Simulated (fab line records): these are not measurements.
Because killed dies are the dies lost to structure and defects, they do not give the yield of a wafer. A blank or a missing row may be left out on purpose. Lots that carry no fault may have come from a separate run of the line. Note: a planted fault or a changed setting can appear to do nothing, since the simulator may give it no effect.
The same fault as seen by 2 desks    flow berkeley_cmos170    what lay behind the numbers comes last; until then each desk has only its own

## THE TOOL OWNER'S DESK: pecvd-03
The tool's own readings at UCB170_SPACER_CVD_00 (deposits SiO2 from TEOS/O2, target thk 376 nm, time 47 s): means of the sampled wafers that have a number, for each lot that ran on this tool. Any lot whose mean is over 4 standard deviations away from the usual mean is out of limits and marked OUT; that distance is given in the brackets.
Columns: A = heater_power_w at UCB170_SPACER_CVD_00, usual 268 W; B = rf_fwd_power_W at UCB170_SPACER_CVD_00, usual 545.2 W
lot   first seen here  A    B
L423  day 5 12:07      300  544.1
L427  day 6 22:47      290  397.7 (-82) OUT
L434  day 8 09:47      263  470.3 (-42) OUT
L442  day 10 11:42     260  545.6
L445  day 10 16:55     292  545.6
This desk's verdict: out of limits on L427, L434, starting with L427 at day 6 22:47 (rf_fwd_power_W at UCB170_SPACER_CVD_00). In limits: L423, L442, L445.

## THE METROLOGY DESK
Means of the sampled wafers that have a number, per lot and without regard to the tool the lot ran on: this is what the gauges read. Any lot whose mean is over 4 standard deviations away from the usual mean is out of limits and marked OUT; that distance is given in the brackets.
Columns: A = GATE_OXIDE_THK at UCB170_GATE_THK_MEAS_02, usual 6.66 nm; B = SPACER_TEOS_THK at UCB170_SPACER_THK_MEAS_01, usual 376 nm; C = PSD_OVL at UCB170_PSD_OVL_MEAS_07, usual -1 nm
lot   first seen here  A     B               C
L423  day 4 22:32      6.55  379             -5
L425  day 5 17:55      6.76  373             9
L424  day 5 17:55      6.67  372             3
L426  day 5 17:56      6.95  381             -2
L427  day 6 12:01      6.43  334 (-7.9) OUT  0
L430  day 6 18:05      6.69  381             6
L432  day 7 14:48      6.38  380             -2
L434  day 7 20:19      6.67  356             1
L438  day 8 15:35      6.57  381             -4
L442  day 10 01:04     6.87  376             -5
L443  day 10 01:04     6.82  381             -4
L444  day 10 06:40     6.77  376             -5
L445  day 10 06:40     6.84  374             -5
L446  day 10 12:10     6.62  381             -1
This desk reports L427 out of limits; the earliest was L427 at day 6 22:50 (SPACER_TEOS_THK at UCB170_SPACER_THK_MEAS_01). In limits: L423, L425, L424, L426, L430, L432, L434, L438, L442, L443, L444, L445, L446.

## PUT TOGETHER
An alarm could have come from the tool owner's desk at day 6 22:47, on L427, L434.
At day 6 22:50 the metrology desk could have sounded an alarm, on L427.
The metrology desk has L434 on record, within its limits.
All the named lots went through UCB170_SPACER_CVD_00 on pecvd-03.

## WHAT HAD BEEN PUT IN BY THE SIMULATOR
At UCB170_SPACER_CVD_00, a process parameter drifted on pecvd-03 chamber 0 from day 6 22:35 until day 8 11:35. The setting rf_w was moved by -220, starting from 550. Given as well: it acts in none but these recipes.
Shown lots that were struck: L427, L434.
Counting hours from when the fault started, the first reading out of limits came at 0 for the tool owner's desk and at 0 for the metrology desk.
